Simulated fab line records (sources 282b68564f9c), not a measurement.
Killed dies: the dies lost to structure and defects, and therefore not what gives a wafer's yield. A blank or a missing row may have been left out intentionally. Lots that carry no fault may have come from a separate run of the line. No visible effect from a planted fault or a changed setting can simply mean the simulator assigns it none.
Struck lot and sound lot, side by side | flow rit cmos | 27 out of 202 route steps
Sound: wafers L966.1, L966.2, L966.5. The struck wafers were L977.1, L977.3, L977.5. The cause is given at the end.
At each step with rows: each side's tool, then ch and its chambers, then its first start. Under that, the readings that differ: sound wafers | struck wafers | difference of the means | sigmas: that difference in standard deviations of wafers without a fault.
alike: readings with means less than 2 such deviations apart, plus words and numbers identical on both sides. not compared: withheld readings, readings lacking a value on some wafer, bounds such as >300 that could conceal the same value, and numbers that have no deviation in the record and whose values overlap.
The two part at a step that has a row with sigmas, a row that says differs or no value, or rows on one side only. When numbers do not overlap yet have no deviation, they are printed without sigmas and do not part them. A reading that every wafer of one side lacks parts them only if that side has two wafers or more.

first, 1 step without rows for these wafers: RIT_ACTIVE_OXIDATION_01 (target thk 46.8 nm, ox time 3360 s).
RIT_ACTIVE_THK_MEAS_02:
  sound on film metro-02, day 2 13:03; struck on film metro-02, day 4 20:03
  alike: ACTIVE_OXIDE_THK
then, 1 step without rows for these wafers: RIT_ACTIVE_CVD_03 (deposits Si3N4 from SiH2Cl2/NH3, target thk 150 nm, time 1500 s).
RIT_ACTIVE_THK_MEAS_04:
  sound on film metro-01, day 2 14:32; struck on film metro-03, day 4 21:32
  alike: ACTIVE_NITRIDE_THK
then, 6 steps without rows for these wafers: RIT_ACTIVE_HMDS_05 (prime time 60 s); RIT_ACTIVE_COAT_06 (resist thk 980.1 nm); RIT_ACTIVE_SOFTBAKE_07 (time 60 s); RIT_ACTIVE_EXPOSE_08 (exposes mask M1, target cd 1400 nm); RIT_ACTIVE_PEB_09; RIT_ACTIVE_DEVELOP_10 (develop time 50 s).
RIT_ACTIVE_CD_MEAS_11 targets a cd of 1400 nm.
  sound on cd sem-01, day 2 15:26; struck on cd sem-02, day 4 22:34
  reading    | sound                | struck               | difference | sigmas
  cd nm (nm) | 1401.2 1401.4 1402.1 | 1396.4 1398.6 1396.8 | -4.3       | -2
then, 1 step without rows for these wafers: RIT_ACTIVE_HARDBAKE_12 (time 60 s).
RIT_ACTIVE_ETCH_13: etches Si3N4 in SF6, stops on SiO2, time 210 s, target depth 210 nm.
  sound on rie diel-02 ch 1,2, day 2 15:43; struck on rie diel-02 ch 0,1,2, day 4 22:50
  reading                                       | sound             | struck            | difference | sigmas
  oes product au (a.u.)                         | 0.816 0.838 0.837 | 0.785 0.801 0.788 | -0.039     | -4
  run length s (s)                              | 238.6 238.2 238.4 | 258.0 257.3 257.9 | +19.3      | +52
  model.NOVOLAK_of_ACTIVE_COAT_06.thk nm (nm)   | 644.4 645 643     | 617.6 621.1 615   | -26.2      |
  model.ACTIVE.feature depth nm (nm)            | 149.9 149.9 150.6 | 157.8 157.1 157.8 | +7.4       |
  model.SiO2_of_ACTIVE_OXIDATION_01.thk nm (nm) | 46.66 46.38 46.4  | 41.6 42.54 41.55  | -4.6       |
  alike: drypump motor current A, rf fwd power W, throttle valve pct
  not compared: rf hours counter h
RIT_ACTIVE_STRIP_14: strips in O2, time 180 s.
  sound on plasma asher-04 ch 0,1, day 2 15:50; struck on plasma asher-02 ch 1, day 4 22:58
  alike: drypump motor current A
  not compared: rf hours counter h
RIT_ACTIVE_CD_MEAS_90 targets a cd of 1400 nm.
  sound on cd sem-01, day 2 16:01; struck on cd sem-02, day 4 23:08
  reading    | sound                | struck               | difference | sigmas
  cd nm (nm) | 1401.2 1401.7 1402.0 | 1396.8 1398.3 1396.5 | -4.4       | -2
then, 4 steps without rows for these wafers: RIT_ACTIVE_CLEAN_15 (cleans in SC1, time 600 s); RIT_ACTIVE_CLEAN_16 (cleans in dHF, time 30 s); RIT_ACTIVE_CLEAN_17 (cleans in SC2, time 600 s); RIT_FOX1_OXIDATION_00 (target thk 350.7 nm, ox time 1130 s).
RIT_FOX1_THK_MEAS_01:
  sound on film metro-04, day 2 17:49; struck on film metro-01, day 5 00:58
  alike: FOX1_OXIDE_THK
then, 2 steps without rows for these wafers: RIT_FOX1_WET_ETCH_02 (etches SiO2 in BOE, target depth 350 nm, time 390 s); RIT_FOX2_OXIDATION_00 (target thk 350.7 nm, ox time 1130 s).
RIT_FOX2_THK_MEAS_01:
  sound on film metro-02, day 2 19:22; struck on film metro-02, day 5 02:28
  reading             | sound       | struck      | difference | sigmas
  FOX2_OXIDE_THK (nm) | 346 346 343 | 367 357 356 | +15        | +2
then, 1 step without rows for these wafers: RIT_FOX2_CLEAN_02 (cleans in dHF, time 180 s).
RIT_FOX2_WET_ETCH_03: etches Si3N4 in H3PO4, target depth 195 nm, time 2700 s.
  sound on wet bench-03 ch 0, day 2 19:29; struck on wet bench-03 ch 3, day 5 02:35
  reading                                       | sound             | struck        | difference | sigmas
  model.SiO2_of_ACTIVE_OXIDATION_01.thk nm (nm) | 41.52 41.26 41.27 | 37 37.8 36.93 | -4         |
  alike: run length s, temp c
RIT_FOX2_THK_MEAS_90:
  sound on film metro-01, day 2 20:14; struck on film metro-01, day 5 03:20
  reading                     | sound       | struck      | difference | sigmas
  FIELD_OXIDE_LEFT_1_THK (nm) | 319 318 316 | 340 331 329 | +16        | +2
RIT_M1_PROBE_99:
  sound on prober-01, day 4 11:26; struck on prober-02, day 6 19:40
  reading            | sound | struck | difference | sigmas
  killed_at_M0_to_M3 | 0 0 0 | 0 1 0  | +0         | +2
  alike: killed at contacts, killed at front end, killed dies, killed on rim, killed open, killed short

WHERE THEY PART
At RIT_ACTIVE_CD_MEAS_11 first; at RIT_M1_PROBE_99 last (within this record only).

WHY: what had been put in by the simulator
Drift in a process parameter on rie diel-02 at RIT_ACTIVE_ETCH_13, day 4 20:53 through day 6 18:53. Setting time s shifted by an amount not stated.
